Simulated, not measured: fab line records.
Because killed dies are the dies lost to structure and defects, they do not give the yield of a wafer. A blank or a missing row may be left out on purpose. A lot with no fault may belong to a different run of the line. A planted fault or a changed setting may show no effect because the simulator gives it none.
Which tool is to blame?	flow berkeleyCmos170	42 wafers from 14 lots sampled at 3 of the route's 331 steps

== WHAT THE GAUGES READ, wafer by wafer ==
UCB170_NLDD_TW_MEAS_11.
lot	measured	on	NLDD_TW
L891	day 7 18:20	filmMetro-03	2215 2214 2213
L889	day 7 18:49	filmMetro-01	2177 2178 2185
L893	day 8 06:49	filmMetro-02	2206 2217 2213
L894	day 8 20:28	filmMetro-01	2198 2194 2191
L899	day 9 08:20	filmMetro-02	2223 2219 2221
L897	day 9 08:38	filmMetro-02	2215 2212 2215
L898	day 9 09:05	filmMetro-01	2188 2191 2185
L901	day 10 00:18	filmMetro-03	2224 2229 2217
L900	day 10 01:06	filmMetro-03	2216 2210 2226
L906	day 11 07:14	filmMetro-02	2211 2221 2222
L905	day 11 07:20	filmMetro-01	2305 2297 2302
L907	day 11 17:00	filmMetro-02	2223 2233 2232
L911	day 12 19:39	filmMetro-02	2330 2321 2321
L910	day 12 19:46	filmMetro-01	2200 2210 2190

UCB170_SDANNEAL_RS_MEAS_05: a four-point-probe measurement.
lot	measured	on	NLDD_RS (ohm/sq)
L891	day 8 06:16	filmMetro-03	619.3 621.2 621.2
L889	day 8 06:44	filmMetro-03	617.7 617.7 616.8
L893	day 8 20:35	filmMetro-02	616.5 617.0 616.4
L894	day 9 07:52	filmMetro-03	620.4 619.4 618.3
L899	day 9 21:58	filmMetro-03	617.0 615.8 616.7
L897	day 9 22:51	filmMetro-03	617.9 617.1 617.3
L898	day 9 23:18	filmMetro-01	617.3 618.9 617.2
L901	day 10 15:43	filmMetro-01	619.4 618.7 620.4
L900	day 10 16:11	filmMetro-02	619.4 619.5 616.4
L906	day 11 20:31	filmMetro-02	614.1 614.7 614.6
L905	day 11 20:04	filmMetro-03	577.3 578.3 578.0
L907	day 12 03:06	filmMetro-02	615.9 614.4 612.8
L911	day 13 05:39	filmMetro-01	578.6 578.0 577.9
L910	day 13 06:20	filmMetro-01	616.8 616.7 617.9

== WHAT TOOL EACH LOT RAN ON (gives the tool, then ch and the chambers of the sampled wafers, and finally the start) ==
lot	UCB170_NLDD_IMPLANT_09
L891	implanter-01 ch 0, day 7 18:05
L889	implanter-01 ch 0, day 7 18:34
L893	implanter-04 ch 0, day 8 06:35
L894	implanter-04 ch 0, day 8 20:13
L899	implanter-02 ch 0, day 9 08:06
L897	implanter-01 ch 0, day 9 08:25
L898	implanter-04 ch 0, day 9 08:50
L901	implanter-01 ch 0, day 10 00:03
L900	implanter-04 ch 0, day 10 00:52
L906	implanter-01 ch 0, day 11 06:59
L905	implanter-02 ch 0, day 11 07:05
L907	implanter-01 ch 0, day 11 16:45
L911	implanter-02 ch 0, day 12 19:26
L910	implanter-01 ch 0, day 12 19:32
- UCB170_NLDD_IMPLANT_09

== WHAT THE TOOLS THEMSELVES READ (means of the sampled wafers that have a number; where no wafer has one, the mark that the record gives instead) ==
UCB170_NLDD_IMPLANT_09.
lot	tool	beamEnergyKeV	endStationPressureTorr (Torr)	rotationDeg (degrees)
L891	implanter-01	29.992	5.15e-06	179.98
L889	implanter-01	29.998	5.17e-06	179.99
L893	implanter-04	30.001	5.23e-06	180.01
L894	implanter-04	29.996	5.01e-06	180.05
L899	implanter-02	30.001	5.10e-06	180.00
L897	implanter-01	30.008	5.04e-06	180.01
L898	implanter-04	30.005	4.94e-06	180.01
L901	implanter-01	30.021	5.03e-06	180.00
L900	implanter-04	30.002	5.05e-06	180.06
L906	implanter-01	30.001	5.05e-06	179.99
L905	implanter-02	40.512	5.23e-06	180.03
L907	implanter-01	30.000	5.31e-06	179.99
L911	implanter-02	40.501	4.76e-06	180.03
L910	implanter-01	29.997	4.95e-06	179.99

== THE ANSWER, worked out from the rows above alone ==
Rule: the lots themselves supply what counts as usual. The widest of any qualifying gaps counts: lots, ordered by their means at a reading, are off when they make up no more than a third of the lots, leave a main group of 4 or more, and stand apart from it by 3 or more times the standard deviation of that group's means. Not used: any main group whose means are identical at the precision the tables above print for the reading. Also off: a lot with no number at a reading for which 4 or more lots have one. Where the step has rows for the other lots, those lots are counted as sound. Order of review: gauges by route order, followed by the tools' own readings, for which a lot's mean as printed above is used. The first step at which some lot is off is used, and at that step the reading that is off furthest; a lot without a number counts as furthest.
Off: L905, L911, seen at UCB170_NLDD_TW_MEAS_11 (NLDD_TW). Main group: mean 2209, sd 15.
If a tool, at a process step before that reading, ran all the lots that are off and no sound lot after the first of them, it fits. Not tried: the gauges at UCB170_NLDD_TW_MEAS_11; whatever is off there is also off at UCB170_NLDD_IMPLANT_09, on other tools, and gauge error can't account for it. One fits: implanter-02 at UCB170_NLDD_IMPLANT_09. Its last sound lot is L899 (day 9 08:06), its first lot that is off L905 (day 11 07:05): a fault that began between those two fits.
The tool's own readings at UCB170_NLDD_IMPLANT_09 bear it out: on the lots that are off they differ by more than 5 times the standard deviation of the sound lots' means. beamEnergyKeV reads 40.507 there against 30.002 on the sound lots.

== WHAT THE SIMULATOR HAD INSERTED ==
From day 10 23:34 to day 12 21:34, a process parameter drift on implanter-02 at UCB170_NLDD_IMPLANT_09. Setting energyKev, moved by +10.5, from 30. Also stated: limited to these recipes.
Struck lots among those shown: L905, L911. The same result came from the rule above.
